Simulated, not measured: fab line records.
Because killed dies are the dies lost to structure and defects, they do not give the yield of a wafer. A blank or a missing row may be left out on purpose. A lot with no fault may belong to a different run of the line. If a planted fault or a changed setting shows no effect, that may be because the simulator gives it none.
One fault seen from 2 desks / flow rit_cmos / each desk holds nothing but its own numbers, with what lay behind them at the end

## DESK OF THE TOOL OWNER: furnace-04
The tool's own readings at RIT_GATE_OXIDATION_05 (target thk 3 nm, ox time 270 s): means of the sampled wafers that have a number, for each lot that ran on this tool. Marked OUT: a lot whose mean sits more than 4 standard deviations from the usual mean, which makes it out of limits; the brackets give that distance.
Columns: A = spike_tc_centre_C at RIT_GATE_OXIDATION_05, usual 902.0 C; B = spike_tc_load_C at RIT_GATE_OXIDATION_05, usual 925.2 C; C = spike_tc_source_C at RIT_GATE_OXIDATION_05, usual 924 C; D = tube_center_temp_C at RIT_GATE_OXIDATION_05, usual 899.99 C; E = tube_center_temp_C_max at RIT_GATE_OXIDATION_05, usual 902.3
lot=L194; first seen here=day 2 17:28; A=900.0; B=925.6; C=926; D=899.99; E=902.0
lot=L196; first seen here=day 3 05:03; A=900.5; B=925.5; C=927; D=899.98; E=902.0
lot=L200; first seen here=day 4 05:43; A=908.8; B=934.3; C=935; D=908.34 (+99 or more) OUT; E=910.4 (+24) OUT
lot=L204; first seen here=day 5 02:00; A=907.8; B=933.7; C=935; D=908.32 (+99 or more) OUT; E=910.5 (+24) OUT
This desk's verdict: out of limits on L200, L204, starting with L200 at day 4 05:43 (tube_center_temp_C at RIT_GATE_OXIDATION_05). Within limits: L194, L196.

## METROLOGY DESK
What the gauges read for every lot (on any tool): the sampled wafers with a number, averaged. Marked OUT: a lot whose mean sits more than 4 standard deviations from the usual mean, which makes it out of limits; the brackets give that distance.
Columns: A = GATE_OXIDE_THK at RIT_GATE_THK_MEAS_07, usual 3.02 nm; B = cd_nm at RIT_GATE_CD_MEAS_16, usual 150.3 nm
lot=L194; first seen here=day 2 20:07; A=2.98; B=151.4
lot=L195; first seen here=day 3 01:16; A=3.06; B=150.8
lot=L196; first seen here=day 3 18:22; A=3.00; B=152.3
lot=L200; first seen here=day 4 09:25; A=3.32 (+5.3) OUT; B=153.0
lot=L201; first seen here=day 5 01:38; A=3.06; B=151.0
lot=L204; first seen here=day 5 08:10; A=3.37 (+6.2) OUT; B=130.8 (-9.3) OUT
lot=L208; first seen here=day 5 22:40; A=3.09; B=150.0
lot=L211; first seen here=day 6 07:38; A=3.06; B=153.5
lot=L210; first seen here=day 6 07:53; A=3.02; B=148.8
lot=L213; first seen here=day 6 11:43; A=2.99; B=150.8
lot=L215; first seen here=day 6 23:27; A=2.99; B=149.3
lot=L216; first seen here=day 7 01:32; A=2.95; B=150.6
lot=L217; first seen here=day 7 09:52; A=2.99; B=145.1
This desk finds L200, L204 out of limits, with the earliest case on L200 at day 4 09:25 (GATE_OXIDE_THK at RIT_GATE_THK_MEAS_07). Within limits: L194, L195, L196, L201, L208, L211, L210, L213, L215, L216, L217.

## ALL TOGETHER
The tool owner's desk could have raised an alarm at day 4 05:43, on L200, L204.
On L200, L204, the metrology desk was in a position to raise an alarm at day 4 09:25.
Of the lots named, all ran RIT_GATE_OXIDATION_05 on furnace-04.

## WHAT HAD BEEN PUT IN BY THE SIMULATOR
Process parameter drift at RIT_GATE_OXIDATION_05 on furnace-04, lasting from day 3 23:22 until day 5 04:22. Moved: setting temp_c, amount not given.
Struck lots among those shown: L200, L204.
Hours from the fault's start to each desk's first reading out of limits: the tool owner's desk, 6; the metrology desk, 10.
